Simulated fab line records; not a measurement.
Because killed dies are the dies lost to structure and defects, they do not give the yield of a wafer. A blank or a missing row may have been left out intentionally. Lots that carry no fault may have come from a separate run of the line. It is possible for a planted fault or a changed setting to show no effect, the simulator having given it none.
Split-lot trial + flow berkeleyCmos170 + route with 331 steps; 5 lots, 23 wafers read

THE SPLIT ITSELF
At UCB170_V2_CMP_02 (polishes SiO2), the setting leaveAboveRefNm was moved away from the recipe's 1000 nm on 6 of the 23 wafers read, by -5.9% to +5.7%. The other wafers ran this setting at the recipe's value.

FROM THE SPLIT TO THE READING: what the file shows between them, 4 steps
- UCB170_V2_THK_MEAS_04
- UCB170_V2_PEB_10 (also split here: pebTempC)
- UCB170_V2_DEVELOP_11: develop time 45 s
- UCB170_V2_CD_MEAS_12: target cd 700 nm

THE READING
oesProductAu, in a.u., at UCB170_V2_ETCH_14 (etches SiO2 in CHF3/CF4/Ar, stops on Al, target depth 1250 nm, time 291 s). On this fab line, fault-free wafers typically give 0.875 a.u. with a standard deviation of 0.012 a.u.

| wafer  | tool, chamber at the split | leaveAboveRefNm as run, nm | against the recipe | oesProductAu, a.u. | against lot-mates on the recipe |
|--------|----------------------------|----------------------------|--------------------|--------------------|---------------------------------|
| L074.1 | cmp-01, 1,3                | 1000                       | recipe             | 0.873              | -                               |
| L074.2 | cmp-01, 3,0                | 1057                       | +5.7%              | 0.899              | +0.032                          |
| L074.3 | cmp-01, 3,0                | 1057                       | +5.7%              | 0.892              | +0.025                          |
| L074.5 | cmp-01, 1,3                | 1000                       | recipe             | 0.861              | -                               |
| L074.6 | cmp-01, 2                  | 1000                       | recipe             | 0.866              | -                               |
| L077.1 | cmp-01, 0                  | 1000                       | recipe             | 0.892              | -                               |
| L077.2 | cmp-01, 1                  | 942.7                      | -5.7%              | 0.860              | -0.017                          |
| L077.3 | cmp-01, 2                  | 942.7                      | -5.7%              | 0.835              | -0.042                          |
| L077.4 | cmp-01, 3,0                | 1000                       | recipe             | 0.878              | -                               |
| L077.5 | cmp-01, 3,0                | 1000                       | recipe             | 0.861              | -                               |
| L078.1 | cmp-02, 3                  | 1000                       | recipe             | 0.873              | -                               |
| L078.2 | cmp-02, 0                  | 1000                       | recipe             | 0.878              | -                               |
| L078.4 | cmp-02, 2                  | 1000                       | recipe             | 0.864              | -                               |
| L078.5 | cmp-02, 3                  | 1000                       | recipe             | 0.863              | -                               |
| L078.6 | cmp-02, 0                  | 1000                       | recipe             | 0.879              | -                               |
| L080.2 | cmp-02, 3                  | 1000                       | recipe             | 0.875              | -                               |
| L080.3 | cmp-02, 0                  | 1000                       | recipe             | 0.874              | -                               |
| L080.4 | cmp-02, 2                  | 940.8                      | -5.9%              | 0.831              | -0.042                          |
| L080.5 | cmp-02, 2                  | 940.8                      | -5.9%              | 0.834              | -0.039                          |
| L080.6 | cmp-02, 3                  | 1000                       | recipe             | 0.871              | -                               |
| L084.2 | cmp-02, 1                  | 1000                       | recipe             | 0.887              | -                               |
| L084.4 | cmp-02, 2                  | 1000                       | recipe             | 0.876              | -                               |
| L084.5 | cmp-02, 1                  | 1000                       | recipe             | 0.873              | -                               |
The file does not say which wafer passed through which chamber wherever a row lists several chambers: such a row stands for several wafers.

FIT RESULTS
A straight line over all 23 wafers: oesProductAu changes by +0.00506 a.u. for each +1% of leaveAboveRefNm; r = +0.86; the points scatter about the line by 0.0093 a.u.
The same after taking each lot's own level away (the mean of its wafers on the recipe; 23 wafers): +0.00569 a.u. for each +1%; r = +0.91; scatter 0.0081 a.u.
Per that fit: largest leaveAboveRefNm move, reading shift of 0.034 a.u.
Measured against the standard deviation above, the lots' own levels, which go from 0.8667 to 0.8787 a.u., span 1.0 times it.
In other words, the slope is changed by the lot-to-lot level; the two fits disagree.
Check: for one of the wafers moved furthest among these (-5.9%), held out of the fit, the line's prediction against its lot-mates is -0.0324 a.u. It came out at -0.0423 a.u. against them.

THE OTHER SPLITS THESE WAFERS WENT THROUGH
Before the reading, these wafers also passed through other splits. Each is held against what the fit with the lots' levels taken away leaves over:
| other split on the same wafers | wafers away from the commonest value | r with oesProductAu (lot level and that fit taken away) |
|--------------------------------|--------------------------------------|---------------------------------------------------------|
| UCB170_M2_EXPOSE_12 doseMj     | 8                                    | -0.15                                                   |
| UCB170_V2_PEB_10 pebTempC      | 7                                    | +0.18                                                   |

THE WHOLE CHAIN: every reading that the file lists as answering this split, in the file's order
| step                    | what it does                                                              | reading                                                                  | change (the file's fit)                   | r (the file's) |
|-------------------------|---------------------------------------------------------------------------|--------------------------------------------------------------------------|-------------------------------------------|----------------|
| UCB170_V2_CMP_02        | polishes SiO2                                                             | SiO2_of_V2_CVD_00.thkNm (the simulator's own value, which no gauge read) | +9.94 nm for each +1% of the setting      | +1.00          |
| UCB170_V2_THK_MEAS_04   |                                                                           | V2_POLISHED_THK                                                          | +9.99 for each +1% of the setting         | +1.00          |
| UCB170_V2_ETCH_14       | etches SiO2 in CHF3/CF4/Ar, stops on Al, target depth 1250 nm, time 291 s | oesProductAu                                                             | +0.00573 a.u. for each +1% of the setting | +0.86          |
| UCB170_V2_ETCH_14       | etches SiO2 in CHF3/CF4/Ar, stops on Al, target depth 1250 nm, time 291 s | etch.depthNm (the simulator's own value, which no gauge read)            | +9.97 nm for each +1% of the setting      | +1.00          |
| UCB170_V2_ETCH_14       | etches SiO2 in CHF3/CF4/Ar, stops on Al, target depth 1250 nm, time 291 s | V2.featureDepthNm (the simulator's own value, which no gauge read)       | +10 nm for each +1% of the setting        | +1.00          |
| UCB170_M3_METAL_ETCH_18 | etches Al in Cl2/BCl3, stops on SiO2, target depth 1170 nm, time 195 s    | SiO2_of_V2_CVD_00.thkNm (the simulator's own value, which no gauge read) | +10.1 nm for each +1% of the setting      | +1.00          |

FILE'S OWN FIT
oesProductAu changes by +0.00573 a.u. for each +1% of leaveAboveRefNm, r = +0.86.
